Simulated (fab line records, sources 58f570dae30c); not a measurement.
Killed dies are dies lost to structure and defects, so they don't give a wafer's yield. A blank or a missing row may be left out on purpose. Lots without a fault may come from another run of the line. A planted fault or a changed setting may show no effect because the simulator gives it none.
A struck lot beside a sound one | flow berkeley_cmos170 | 14 steps out of a route of 331
Sound: wafers L379.2, L379.5, L379.6. Struck: wafers L384.1, L384.3, L384.6. The cause comes at the end.
At each step with rows: each side's tool, then ch and its chambers, then its first start. Under that, the readings that differ: sound wafers | struck wafers | difference of the means | sigmas: that difference in standard deviations of wafers without a fault.
alike: readings whose means differ by less than 2 such deviations, and words and numbers that are the same on both sides. not compared: withheld readings, readings that some wafer has no value for, bounds like >300 that may hide the same value, and numbers for which the record gives no deviation and whose values overlap.
The two part at a step that has a row with sigmas, a row that says differs or no value, or rows on one side only. Numbers that don't overlap but have no deviation are shown without sigmas and don't part them. A reading that every wafer of one side lacks parts them only if that side has two wafers or more.

first, 1 step without rows for these wafers: UCB170_PWELL_DEVELOP_12 (develop time 45 s).
UCB170_PWELL_OVL_MEAS_13:
  sound on overlay-02, day 4 14:25; struck on overlay-01, day 5 10:43
  alike: PWELL_OVL
UCB170_PWELL_ETCH_14: etches Si3N4 in CH3F/Ar/O2, stops on SiO2, target depth 242 nm, time 151 s.
  sound on rie_diel-03 ch 0,1,2, day 4 14:26; struck on rie_diel-03 ch 0,1,3, day 5 10:45
  alike: drypump_motor_current_A, oes_product_au, throttle_valve_pct
  not compared: rf_hours_counter_h
then, 1 step without rows for these wafers: UCB170_PWELL_IMPLANT_15.
UCB170_PWELL_STRIP_16: strips in O2.
  sound on plasma_asher-04 ch 0,1, day 4 14:41; struck on plasma_asher-04 ch 0,1, day 5 11:00
  alike: drypump_motor_current_A, oes_product_au, strip_time_to_endpoint_s
  not compared: rf_hours_counter_h
UCB170_PWELL_TW_MEAS_17:
  sound on film_metro-03, day 4 14:48; struck on film_metro-04, day 5 11:06
  reading  | sound       | struck      | difference | sigmas
  PWELL_TW | 385 383 384 | 371 373 371 | -12        | -3
then, 5 steps without rows for these wafers: UCB170_PWELL_CLEAN_18 (cleans in SPM, time 600 s); UCB170_PWELL_WET_ETCH_19 (etches Si3N4 in H3PO4, time 14400 s); UCB170_PWELL_WET_ETCH_20 (etches SiO2 in BOE, time 22 s); UCB170_WELLDRIVE_CLEAN_00 (cleans in SPM, time 600 s); UCB170_WELLDRIVE_OXIDATION_01 (target thk 199 nm, ox time 9000 s).
UCB170_WELLDRIVE_THK_MEAS_02:
  sound on film_metro-04, day 5 01:56; struck on film_metro-01, day 6 00:56
  alike: WELLDRIVE_OXIDE_THK
UCB170_WELLDRIVE_ANNEAL_03: time 900 s.
  sound on furnace-03 ch 0, day 5 03:16; struck on furnace-03, day 6 01:13
  no value came back on the struck wafers for spike_tc_centre_C (C), spike_tc_load_C (C); on the sound wafers spike_tc_centre_C (C) reads 1102.6 1101.0 1100.5
then, 1 step without rows for these wafers: UCB170_WELLDRIVE_WET_ETCH_04 (etches SiO2 in BOE, time 120 s).

WHERE THEY PART
First at UCB170_PWELL_TW_MEAS_17; last, within this record, at UCB170_WELLDRIVE_ANNEAL_03.

WHY: what the simulator had put in
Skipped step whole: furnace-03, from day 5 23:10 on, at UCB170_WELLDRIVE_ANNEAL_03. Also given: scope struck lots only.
